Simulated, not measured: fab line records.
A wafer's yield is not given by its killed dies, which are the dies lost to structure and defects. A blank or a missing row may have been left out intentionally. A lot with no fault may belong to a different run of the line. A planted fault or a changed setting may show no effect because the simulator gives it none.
Which tool is to blame?    flow berkeley_cmos170    39 wafers from 13 lots sampled at 6 of the route's 331 steps

WHAT EACH GAUGE READ, for each wafer
UCB170_NWELL_THK_MEAS_02.
lot   measured     on             NWELL_OXIDE_THK (nm)
L679  day 1 23:01  film_metro-03  26.6 26.4 26.6
L682  day 2 13:33  film_metro-04  26.1 26.0 26.5
L680  day 2 13:34  film_metro-03  26.1 26.7 26.0
L686  day 3 19:34  film_metro-04  26.6 26.8 26.4
L687  day 3 19:35  film_metro-01  26.8 26.3 26.5
L689  day 4 01:43  film_metro-01  26.1 26.1 25.7
L692  day 4 11:55  film_metro-04  26.9 26.7 27.0
L691  day 4 11:55  film_metro-03  26.7 26.9 26.7
L696  day 5 13:10  film_metro-04  27.0 27.1 26.9
L695  day 5 13:11  film_metro-03  25.7 25.9 26.0
L700  day 6 09:59  film_metro-01  26.3 26.4 26.7
L701  day 6 22:19  film_metro-04  26.6 26.7 26.9
L702  day 6 22:19  film_metro-03  27.0 27.1 26.8

UCB170_NWELL_OVL_MEAS_12.
lot   measured     on          NWELL_OVL (nm)
L679  day 2 03:51  overlay-02  -3 7 -4
L682  day 3 02:01  overlay-01  0 0 2
L680  day 3 01:35  overlay-02  -11 -2 -2
L686  day 4 03:19  overlay-01  -8 -9 -3
L687  day 4 03:34  overlay-02  8 3 9
L689  day 4 11:52  overlay-01  -1 3 -6
L692  day 4 19:07  overlay-02  - - -
L691  day 4 19:13  overlay-01  3 2 4
L696  day 5 21:59  overlay-02  8 -3 9
L695  day 5 21:44  overlay-01  6 1 3
L700  day 6 21:01  overlay-02  4 -4 -4
L701  day 7 07:29  overlay-01  -7 8 -11
L702  day 7 07:14  overlay-02  14 7 15

UCB170_NWELL_TW_MEAS_16.
lot   measured     on             NWELL_TW
L679  day 2 04:14  film_metro-03  1248 1240 1245
L682  day 3 02:25  film_metro-03  1260 1263 1260
L680  day 3 01:58  film_metro-01  1244 1241 1242
L686  day 4 03:43  film_metro-04  1248 1239 1248
L687  day 4 03:58  film_metro-01  1249 1250 1255
L689  day 4 12:16  film_metro-03  1256 1264 1253
L692  day 4 19:31  film_metro-04  30 30 30
L691  day 4 19:36  film_metro-03  1260 1259 1263
L696  day 5 22:23  film_metro-04  1242 1245 1238
L695  day 5 22:08  film_metro-01  1249 1254 1248
L700  day 6 21:25  film_metro-03  1257 1262 1256
L701  day 7 07:52  film_metro-01  1248 1247 1251
L702  day 7 07:37  film_metro-01  1249 1243 1254

UCB170_FIELD_THK_MEAS_02.
lot   measured      on             FIELD_OXIDE_THK (nm)
L679  day 4 23:23   film_metro-02  560 562 566
L682  day 6 03:40   film_metro-03  557 556 552
L680  day 6 03:38   film_metro-02  545 559 561
L686  day 6 13:38   film_metro-01  562 579 555
L687  day 6 19:04   film_metro-02  550 557 563
L689  day 7 04:08   film_metro-03  571 567 567
L692  day 7 13:16   film_metro-02  548
L691  day 7 13:16   film_metro-03  547 551 549
L696  day 8 18:35   film_metro-02  548 541 538
L695  day 8 18:37   film_metro-01  556 551 554
L700  day 10 00:23  film_metro-02  571 569 561
L701  day 10 12:44  film_metro-02  541 532 538
L702  day 10 12:44  film_metro-01  541 539 536

EACH LOT AND THE TOOL THAT RAN IT (in order: tool; ch and the chambers of the sampled wafers; start)
lot   UCB170_NWELL_EXPOSE_09            UCB170_PFIELD_STRIP_08
L679  krf_scanner-01 ch 0, day 2 03:17  plasma_asher-02 ch 0,1, day 4 16:14
L682  krf_scanner-02 ch 0, day 3 01:20  plasma_asher-03 ch 0,1, day 5 21:23
L680  krf_scanner-02 ch 0, day 3 00:52  plasma_asher-04 ch 1, day 5 21:04
L686  krf_scanner-01 ch 0, day 4 02:56  plasma_asher-04 ch 0,1, day 6 09:49
L687  krf_scanner-02 ch 0, day 4 03:12  plasma_asher-04 ch 0,1, day 6 10:56
L689  krf_scanner-01 ch 0, day 4 11:02  plasma_asher-03 ch 0,1, day 6 20:56
L692  krf_scanner-02 ch 0, day 4 18:41  plasma_asher-02 ch 1, day 7 04:30
L691  krf_scanner-02 ch 0, day 4 18:50  plasma_asher-03 ch 0,1, day 7 04:32
L696  krf_scanner-01 ch 0, day 5 21:34  plasma_asher-03 ch 0,1, day 8 10:37
L695  krf_scanner-02 ch 0, day 5 21:22  plasma_asher-03 ch 0,1, day 8 11:06
L700  krf_scanner-01 ch 0, day 6 20:11  plasma_asher-04 ch 0,1, day 9 18:06
L701  krf_scanner-02 ch 0, day 7 07:05  plasma_asher-02 ch 0,1, day 10 04:13
L702  krf_scanner-01 ch 0, day 7 06:50  plasma_asher-03 ch 0,1, day 10 03:40
- UCB170_NWELL_EXPOSE_09: exposes mask NWELL, target cd 3000 nm.
- UCB170_PFIELD_STRIP_08: strips in O2.

WHAT THE TOOLS THEMSELVES READ (means of the sampled wafers that have a number; where no wafer has one, the mark that the record gives instead)
UCB170_PFIELD_STRIP_08.
lot   tool             chamber_pressure_mTorr (mTorr)  drypump_motor_current_A (A)  oes_product_au (a.u.)  strip_time_to_endpoint_s (s)
L679  plasma_asher-02  3499                            6.2                          0.739                  21.56
L682  plasma_asher-03  3501                            6.0                          0.733                  21.54
L680  plasma_asher-04  3501                            5.8                          0.737                  21.64
L686  plasma_asher-04  3500                            5.5                          0.733                  21.65
L687  plasma_asher-04  3500                            5.7                          0.734                  21.57
L689  plasma_asher-03  3500                            6.0                          0.732                  21.62
L692  plasma_asher-02  3497                            5.5                          0.736                  21.56
L691  plasma_asher-03  3501                            6.1                          0.733                  21.61
L696  plasma_asher-03  3501                            5.5                          0.734                  21.64
L695  plasma_asher-03  3498                            6.1                          0.735                  21.52
L700  plasma_asher-04  3499                            5.6                          0.732                  21.63
L701  plasma_asher-02  3499                            6.2                          0.741                  21.68
L702  plasma_asher-03  3499                            5.5                          0.732                  21.60

THE ANSWER, worked out from the rows above alone
Rule: what is usual is taken from the lots themselves. The widest of any qualifying gaps counts: lots, ordered by their means at a reading, are off when they make up no more than a third of the lots, leave a main group of 4 or more, and stand apart from it by 3 or more times the standard deviation of that group's means. The tables above print the reading to a certain number of digits; a main group whose means all agree to those digits is not used. A lot without any number at a reading at which 4 lots or more have one is off too. All remaining lots with rows at the step are treated as sound. The gauges are gone through in route order, then the tools' own readings, and for those a lot's mean is taken as printed above. The first step at which some lot is off is used, and at that step the reading that is off furthest; a lot without a number counts as furthest.
Off: L692, seen at UCB170_NWELL_OVL_MEAS_12 (NWELL_OVL). Without a number there: L692. The main group has a mean of 1 nm with a standard deviation of 5.
If a tool, at a process step before that reading, ran all the lots that are off and no sound lot after the first of them, it fits. Not tried: the gauges at UCB170_NWELL_OVL_MEAS_12; whatever is off there is also off at UCB170_NWELL_TW_MEAS_16, on other tools, and gauge error can't account for it. None of those tried fits.

WHAT THE SIMULATOR PUT IN
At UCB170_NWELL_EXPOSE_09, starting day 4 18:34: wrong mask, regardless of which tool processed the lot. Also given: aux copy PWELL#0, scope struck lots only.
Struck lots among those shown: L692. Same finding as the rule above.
